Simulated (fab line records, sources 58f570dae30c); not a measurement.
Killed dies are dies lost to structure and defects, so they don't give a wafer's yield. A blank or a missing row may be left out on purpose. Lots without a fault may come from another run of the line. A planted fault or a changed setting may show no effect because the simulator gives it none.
A struck lot beside a sound one | flow berkeley_cmos170 | 15 steps out of a route of 331
Sound: wafers L817.2, L817.4, L817.5. Struck: wafers L824.2, L824.3, L824.5. The cause comes at the end.
At each step with rows: each side's tool, then ch and its chambers, then its first start. Under that, the readings that differ: sound wafers | struck wafers | difference of the means | sigmas: that difference in standard deviations of wafers without a fault.
alike: readings whose means differ by less than 2 such deviations, and words and numbers that are the same on both sides. not compared: withheld readings, readings that some wafer has no value for, bounds like >300 that may hide the same value, and numbers for which the record gives no deviation and whose values overlap.
The two part at a step that has a row with sigmas, a row that says differs or no value, or rows on one side only. Numbers that don't overlap but have no deviation are shown without sigmas and don't part them. A reading that every wafer of one side lacks parts them only if that side has two wafers or more.

first, 2 steps without rows for these wafers: UCB170_GATE_ANNEAL_03 (time 1800 s); UCB170_GATE_CVD_04 (deposits poly-Si from SiH4, time 1440 s, target thk 214 nm).
UCB170_GATE_THK_MEAS_05:
  sound on film_metro-02, day 7 10:53; struck on film_metro-04, day 8 19:33
  alike: GATE_POLY_THK
then, 6 steps without rows for these wafers: UCB170_GATE_COAT_06; UCB170_GATE_COAT_07 (resist thk 900 nm); UCB170_GATE_SOFTBAKE_08 (time 60 s); UCB170_GATE_EXPOSE_09 (exposes mask POLY, target cd 350 nm); UCB170_GATE_PEB_10; UCB170_GATE_DEVELOP_11 (develop time 45 s).
UCB170_GATE_CD_MEAS_12: target cd 350 nm.
  sound on cd_sem-01, day 7 12:16; struck on cd_sem-02, day 8 20:32
  alike: cd_nm
UCB170_GATE_OVL_MEAS_13:
  sound on overlay-02, day 7 12:23; struck on overlay-01, day 8 20:38
  alike: GATE_OVL
UCB170_GATE_ETCH_14: etches BARC in N2/H2.
  sound on rie_diel-04 ch 0,1,2, day 7 12:25; struck on rie_diel-01 ch 0,1,2, day 8 20:40
  alike: drypump_motor_current_A, oes_product_au, throttle_valve_pct
UCB170_GATE_ETCH_15: etches poly-Si in HBr/Cl2, stops on SiO2, time 56.3 s, target depth 278.2 nm.
  sound on rie_si-01 ch 1,2,3, day 7 12:27; struck on rie_si-02 ch 0,3, day 8 20:43
  reading                                     | sound             | struck            | difference | sigmas
  oes_product_au (a.u.)                       | 0.836 0.835 0.827 | 0.704 0.696 0.702 | -0.132     | -13
  run_length_s (s)                            | 84.2 84.2 84.4    | 100.5 101.4 101.1 | +16.7      | +29
  model.KrF_of_GATE_COAT_07.thk_nm (nm)       | 773.2 771.5 772.3 | 741.4 740.7 740.5 | -31.5      |
  model.SiO2_of_GATE_OXIDATION_01.thk_nm (nm) | 6.683 6.573 6.699 | 5.203 5.227 5.234 | -1.430     |
  alike: drypump_motor_current_A, throttle_valve_pct
  not compared: rf_hours_counter_h
UCB170_GATE_STRIP_16: strips in O2.
  sound on plasma_asher-01 ch 0,1, day 7 12:30; struck on plasma_asher-02 ch 1, day 8 20:46
  alike: drypump_motor_current_A, oes_product_au
  not compared: rf_hours_counter_h
UCB170_M3_PROBE_99:
  sound on prober-01, day 9 04:54; struck on prober-01, day 10 17:35
  reading                                 | sound                         | struck                     | difference | sigmas
  model.etest.pldd.line_ohm_um            | 1784 1805 1866                | 1662 1665 1632             | -165       |
  model.etest.pldd.rs_ohm_sq              | 1088 1094 1116                | 1028 1034 1008             | -76        |
  model.etest.nldd.rs_ohm_sq              | 768.8 765.4 763.4             | 745.5 746.8 745            | -20.1      |
  model.etest.antenna_poly.vt_shift_v (V) | -0.009758 -0.008251 -0.008285 | -0.01839 -0.01283 -0.01803 | -0.00765   |

WHERE THEY PART
Only at UCB170_GATE_ETCH_15, within this record. Later steps at which nothing parts them and some readings are alike: UCB170_GATE_STRIP_16.

WHY: what the simulator had put in
Process parameter drift: rie_si-02, from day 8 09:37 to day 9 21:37, at UCB170_GATE_ETCH_15. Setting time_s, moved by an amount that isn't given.
